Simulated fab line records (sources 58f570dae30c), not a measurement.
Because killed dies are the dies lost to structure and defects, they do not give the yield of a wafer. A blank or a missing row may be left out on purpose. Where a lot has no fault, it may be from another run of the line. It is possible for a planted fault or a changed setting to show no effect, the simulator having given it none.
Which tool did it? ; flow berkeleyCmos170 ; 15 lots, 45 wafers sampled, at 3 steps of a route of 331

## WHAT THE GAUGES READ, wafer by wafer
UCB170_PSD_TW_MEAS_10. Usual: PSD_TW typically reads 2323, with standard deviation 21.
lot;measured;on;PSD_TW;flag
L894;day 7 00:06;filmMetro-03;2302 2314 2300;
L895;day 7 00:34;filmMetro-03;2299 2309 2296;
L900;day 8 02:11;filmMetro-04;2364 2362 2348;
L904;day 9 12:55;filmMetro-04;2350 2354 2342;
L907;day 9 13:10;filmMetro-04;2347 2327 2333;
L908;day 9 12:46;filmMetro-02;2308 2317 2323;
L909;day 9 16:34;filmMetro-02;2324 2306 2331;
L911;day 10 02:10;filmMetro-04;2342 2333 2334;
L912;day 10 02:53;filmMetro-02;2314 2322 2323;
L914;day 10 20:38;filmMetro-04;2355 2341 2349;
L915;day 11 06:04;filmMetro-03;2301 2299 2297;
L916;day 11 06:21;filmMetro-02;2325 2337 2328;

## EACH LOT AND THE TOOL THAT RAN IT (in order: tool; ch and the chambers of the sampled wafers; start)
lot;UCB170_ZERO_EXPOSE_03;UCB170_ZERO_ETCH_06
L894;krfScanner-02 ch 0, day 1 20:47;rieDiel-04 ch 0,2, day 1 21:43
L895;krfScanner-01 ch 0, day 2 01:03;rieDiel-01 ch 0,3, day 2 01:50
L896;krfScanner-02, day 2 02:55;rieDiel-01 ch 0,2,3, day 2 03:21
L897;krfScanner-02, day 2 09:32;rieDiel-02 ch 0,2,3, day 2 10:14
L898;krfScanner-01, day 2 14:16;rieDiel-04 ch 0,2,3, day 2 14:44
L900;krfScanner-02 ch 0, day 3 03:14;rieDiel-02 ch 1,2,3, day 3 03:47
L904;krfScanner-01 ch 0, day 4 00:12;rieDiel-02 ch 0,2,3, day 4 01:08
L907;krfScanner-02 ch 0, day 4 12:00;rieDiel-02 ch 1,2,3, day 4 12:23
L908;krfScanner-02 ch 0, day 4 15:53;rieDiel-02 ch 1,2, day 4 16:23
L909;krfScanner-01 ch 0, day 5 00:22;rieDiel-02 ch 0,1,3, day 5 01:03
L911;krfScanner-02 ch 0, day 5 09:28;rieDiel-01 ch 1,2,3, day 5 09:50
L912;krfScanner-01 ch 0, day 5 13:39;rieDiel-01 ch 1,2,3, day 5 14:14
L914;krfScanner-02 ch 0, day 5 21:23;rieDiel-04 ch 0,1,2, day 5 21:45
L915;krfScanner-01 ch 0, day 6 02:57;rieDiel-01 ch 2,3, day 6 03:47
L916;krfScanner-02 ch 0, day 6 09:40;rieDiel-02 ch 1,2,3, day 6 10:04
- UCB170_ZERO_EXPOSE_03: exposes mask PM MARKS, target cd 4000 nm.
- UCB170_ZERO_ETCH_06: etches SiO2 in CHF3/CF4/Ar, time 12 s.

## AS READ BY THE TOOLS THEMSELVES (means over the sampled wafers that have a number; for cases with no such wafer, the mark the record gives instead)
UCB170_ZERO_EXPOSE_03. Usual: exposureDoseMJCm2 30.00, standard deviation 0.035; focusOffsetNm 0.0 nm, standard deviation 0.5.
lot;tool;exposureDoseMJCm2;focusOffsetNm (nm);flag
L894;krfScanner-02;29.98;-0.6;
L895;krfScanner-01;29.99;0.6;
L896;krfScanner-02;-;-;OFF
L897;krfScanner-02;-;-;OFF
L898;krfScanner-01;-;-;OFF
L900;krfScanner-02;30.00;-0.3;
L904;krfScanner-01;29.98;-0.1;
L907;krfScanner-02;29.94;0.4;
L908;krfScanner-02;29.99;-0.3;
L909;krfScanner-01;29.99;-0.1;
L911;krfScanner-02;30.03;-0.5;
L912;krfScanner-01;29.97;0.1;
L914;krfScanner-02;30.02;-0.3;
L915;krfScanner-01;30.02;-0.4;
L916;krfScanner-02;30.00;0.2;

UCB170_ZERO_ETCH_06. Usual: drypumpMotorCurrentA 5.7 A, standard deviation 0.43; oesProductAu 0.615 a.u., standard deviation 0.008; rfFwdPowerW 492 W, standard deviation 3.3; throttleValvePct 9.24 %, standard deviation 0.1.
lot;tool;drypumpMotorCurrentA (A);oesProductAu (a.u.);rfFwdPowerW (W);throttleValvePct (%);flag
L894;rieDiel-04;5.6;0.614;490;9.21;
L895;rieDiel-01;5.3;0.613;491;9.21;
L896;rieDiel-01;5.3;0.374;492;9.24;OFF
L897;rieDiel-02;6.0;0.376;493;9.19;OFF
L898;rieDiel-04;5.5;0.375;492;9.22;OFF
L900;rieDiel-02;5.8;0.618;492;9.26;
L904;rieDiel-02;5.9;0.617;493;9.21;
L907;rieDiel-02;5.8;0.621;492;9.27;
L908;rieDiel-02;5.9;0.621;494;9.30;
L909;rieDiel-02;5.7;0.620;495;9.25;
L911;rieDiel-01;5.7;0.606;490;9.23;
L912;rieDiel-01;5.7;0.611;490;9.22;
L914;rieDiel-04;5.8;0.622;492;9.21;
L915;rieDiel-01;5.5;0.606;492;9.19;
L916;rieDiel-02;5.8;0.617;492;9.27;

## THE ANSWER, worked out from the rows above alone
Rule: a lot is off if the mean of its wafers that have a number lies more than 3 standard deviations from the usual mean. Also off: a lot with no number at a reading for which 4 or more lots have one. Any other lot the step has rows for is counted as sound. First the gauges in route order, then the tools' own readings, where a lot's mean is used as printed above. At the first step where some lot is off, the reading lying furthest off is the one used; lots without a number count as furthest.
Off at UCB170_ZERO_EXPOSE_03 (exposureDoseMJCm2): L896, L897, L898. Without a number there: L896, L897, L898.
If a tool, at that step or one of the process steps before it, ran each lot that is off and ran no sound lot following the first of them, it fits. No candidate that was tried fits.

## WHAT HAD BEEN PUT IN BY THE SIMULATOR
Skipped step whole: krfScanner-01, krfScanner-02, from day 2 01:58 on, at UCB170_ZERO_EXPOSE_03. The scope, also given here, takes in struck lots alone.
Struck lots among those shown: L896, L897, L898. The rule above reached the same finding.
